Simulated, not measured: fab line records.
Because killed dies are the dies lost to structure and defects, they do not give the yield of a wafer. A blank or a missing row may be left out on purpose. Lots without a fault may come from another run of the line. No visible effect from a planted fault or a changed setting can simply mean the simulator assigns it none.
Struck lot and sound lot, side by side ; flow ritCmos ; 16 out of 202 route steps
Sound: wafers L805.3, L805.4, L805.5. Wafers L818.2, L818.3, L818.4 were the ones struck. The cause is given at the end.
For every step that has rows: the tool of each side, followed by ch and its chambers, followed by its first start. Under that, the readings that differ: sound wafers ; struck wafers ; difference of the means ; sigmas: that difference in standard deviations of wafers without a fault.
alike: words and numbers the same on both sides, and readings whose means are apart by under 2 such deviations; not compared: readings that were withheld, readings missing a value for some wafer, numbers with overlapping values and no deviation given by the record, and bounds like >300 which may hide the same value.
A row with sigmas, a row that says differs or no value, or rows on one side alone: a step with any of these is where the two part. Non-overlapping numbers with no deviation appear without sigmas and do not part them. Lack of a reading on every wafer of one side parts them only where that side has two or more wafers.

RIT_SILICIDE_RTA_06: time 10 s, ramp up 5 s, ramp down 10 s.
  sound on rtpAnneal-01 ch 0, day 4 13:02; struck on rtpAnneal-02 ch 0, day 7 03:01
  alike: wafer_temp_C_max
RIT_CONTACT_CVD_00: deposits SiO2 from TEOS, target thk 400 nm, time 61 s.
  sound on pecvd-03 ch 0,1, day 4 13:05; struck on pecvd-04 ch 0,2, day 7 03:04
  alike: heaterPowerW
  not compared: sinceWetCleanH
RIT_CONTACT_THK_MEAS_01:
  sound on filmMetro-03 at day 4 13:09; struck on filmMetro-04 at day 7 03:07
  alike: CONTACT_TEOS_THK
then, 6 steps without rows for these wafers: RIT_CONTACT_HMDS_02 (prime time 60 s); RIT_CONTACT_COAT_03 (resist thk 1000 nm); RIT_CONTACT_SOFTBAKE_04 (time 60 s); RIT_CONTACT_EXPOSE_05 (exposes mask M11, target cd 1000 nm); RIT_CONTACT_PEB_06; RIT_CONTACT_DEVELOP_07 (develop time 120 s).
RIT_CONTACT_CD_MEAS_08 targets a cd of 1000 nm.
  sound on cdSem-01 at day 4 14:12; struck on cdSem-01 at day 7 04:10
reading;sound;struck;difference;sigmas
cdNm (nm);1001.7 1002.0 1001.5;997.7 996.4 994.5;-5.5;-2
RIT_CONTACT_OVL_MEAS_09:
  sound on overlay-01 at day 4 14:17; struck on overlay-02 at day 7 04:16
  alike: CONTACT_OVL
then, 1 step without rows for these wafers: RIT_CONTACT_HARDBAKE_10 (time 60 s).
RIT_CONTACT_ETCH_11: etches SiO2 in CHF3/CF4/Ar, stops on TiSi2, target depth 480 nm, time 320 s.
  sound on rieDiel-02 ch 1,2,3, day 4 14:28; struck on rieDiel-02 ch 1,2,3, day 7 04:27
  no value came back on the struck wafers for any of 6 readings (CHF3_flow_sccm (sccm), O2_flow_sccm (sccm) and others); on the sound wafers CHF3_flow_sccm (sccm) reads 49.76 49.90 50.06
reading;sound;struck;difference;sigmas
model.NOVOLAK_of_CONTACT_COAT_03.thkNm (nm);766 769.1 767.8;886.7 885.1 887.8;+118.9;
  not compared: rfHoursCounterH
RIT_CONTACT_STRIP_12: strips in O2, time 180 s.
  sound on plasmaAsher-01 ch 0,1, day 4 14:43; struck on plasmaAsher-01 ch 0,1, day 7 04:38
  alike: drypumpMotorCurrentA
  not compared: rfHoursCounterH
RIT_CONTACT_CD_MEAS_90 targets a cd of 1000 nm.
  sound on cdSem-02 at day 4 14:52; struck on cdSem-02 at day 7 04:50
reading;sound;struck;difference;sigmas
cdNm (nm);1001.2 1001.3 1001.4;- - -;no value on the struck wafers;
then, 1 step without rows for these wafers: RIT_CONTACT_CLEAN_13 (cleans in SC1, time 600 s).

## WHERE THEY PART
Earliest at RIT_CONTACT_CD_MEAS_08; latest, in this record, at RIT_CONTACT_CD_MEAS_90.

WHY: the cause the simulator had injected
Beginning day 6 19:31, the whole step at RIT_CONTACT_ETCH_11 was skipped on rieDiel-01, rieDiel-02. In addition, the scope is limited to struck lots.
